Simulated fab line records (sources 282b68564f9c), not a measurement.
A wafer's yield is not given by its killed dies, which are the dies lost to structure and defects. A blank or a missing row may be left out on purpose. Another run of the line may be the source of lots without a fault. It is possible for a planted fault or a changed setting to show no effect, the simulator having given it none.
A lot that was struck, set against a sound lot ; flow rit_cmos ; 18 steps out of a route of 202
Sound: wafers L172.3, L172.4, L172.6. Wafers L175.3, L175.4, L175.5 were the ones struck. The cause is given at the end.
At each step with rows: each side's tool, then ch and its chambers, then its first start. Under that, the readings that differ: sound wafers ; struck wafers ; difference of the means ; sigmas: that difference in standard deviations of wafers without a fault.
alike: readings with means less than 2 such deviations apart, plus words and numbers identical on both sides. not compared: withheld readings, readings lacking a value on some wafer, bounds such as >300 that could conceal the same value, and numbers that have no deviation in the record and whose values overlap.
A row with sigmas, a row that says differs or no value, or rows on one side alone: a step with any of these is where the two part. Numbers that don't overlap but have no deviation are shown without sigmas and don't part them. A reading missing from all wafers of one side parts the sides only when that side holds two or more wafers.

first, 4 steps without rows for these wafers: RIT_NLDD_SOFTBAKE_02 (time 60 s); RIT_NLDD_EXPOSE_03 (exposes mask M7, target cd 40700 nm); RIT_NLDD_PEB_04; RIT_NLDD_DEVELOP_05 (develop time 50 s).
RIT_NLDD_OVL_MEAS_06:
  sound: overlay-02 at day 5 16:32; struck: overlay-01 at day 6 07:01
  alike: NLDD_OVL
then, 2 steps without rows for these wafers: RIT_NLDD_HARDBAKE_07 (time 60 s); RIT_NLDD_IMPLANT_08.
RIT_NLDD_STRIP_09: strips in O2, time 180 s.
  sound on plasma_asher-04 ch 0,1, day 5 16:55; struck on plasma_asher-04 ch 0,1, day 6 07:24
  alike: drypump_motor_current_A
  not compared: rf_hours_counter_h
RIT_NLDD_TW_MEAS_10:
  sound: film_metro-02 at day 5 17:04; struck: film_metro-03 at day 6 07:32
  alike: NLDD_TW
then, 3 steps without rows for these wafers: RIT_PLDD_HMDS_00 (prime time 60 s); RIT_PLDD_COAT_01 (resist thk 1000 nm); RIT_PLDD_SOFTBAKE_02 (time 60 s).
RIT_PLDD_EXPOSE_03: exposes mask M8, target cd 40900 nm.
  sound on iline_stepper-02 ch 0, day 5 17:43; struck on iline_stepper-02 ch 0, day 6 08:05
reading;sound;struck;difference;sigmas
model.PLDD.overlay_x_nm (nm);-0.8055 -0.8055 -0.8055;-148.6 -148.6 -148.6;-147.8;
  alike: mask, focus_offset_nm
then, 2 steps without rows for these wafers: RIT_PLDD_PEB_04; RIT_PLDD_DEVELOP_05 (develop time 50 s).
RIT_PLDD_OVL_MEAS_06:
  sound: overlay-02 at day 5 18:05; struck: overlay-01 at day 6 08:28
reading;sound;struck;difference;sigmas
PLDD_OVL (nm);-0.4 -0.4 -0.4;-148.4 -148.5 -146.9;-147.5;-99 or more
then, 1 step without rows for these wafers: RIT_PLDD_HARDBAKE_07 (time 60 s).
RIT_M1_PROBE_99:
  sound: prober-02 at day 6 08:57; struck: prober-01 at day 6 22:49
reading;sound;struck;difference;sigmas
model.etest.pldd.width_nm (nm);3179 3182 3175;3093 3091 3103;-83;
  alike: killed_at_M0_to_M3, killed_at_contacts, killed_at_front_end, killed_dies, killed_open, killed_short

WHERE THEY PART
At RIT_PLDD_OVL_MEAS_06 and nowhere else, as far as this record goes. Later steps at which nothing parts them and some readings are alike: RIT_M1_PROBE_99.

WHY: the cause the simulator had injected
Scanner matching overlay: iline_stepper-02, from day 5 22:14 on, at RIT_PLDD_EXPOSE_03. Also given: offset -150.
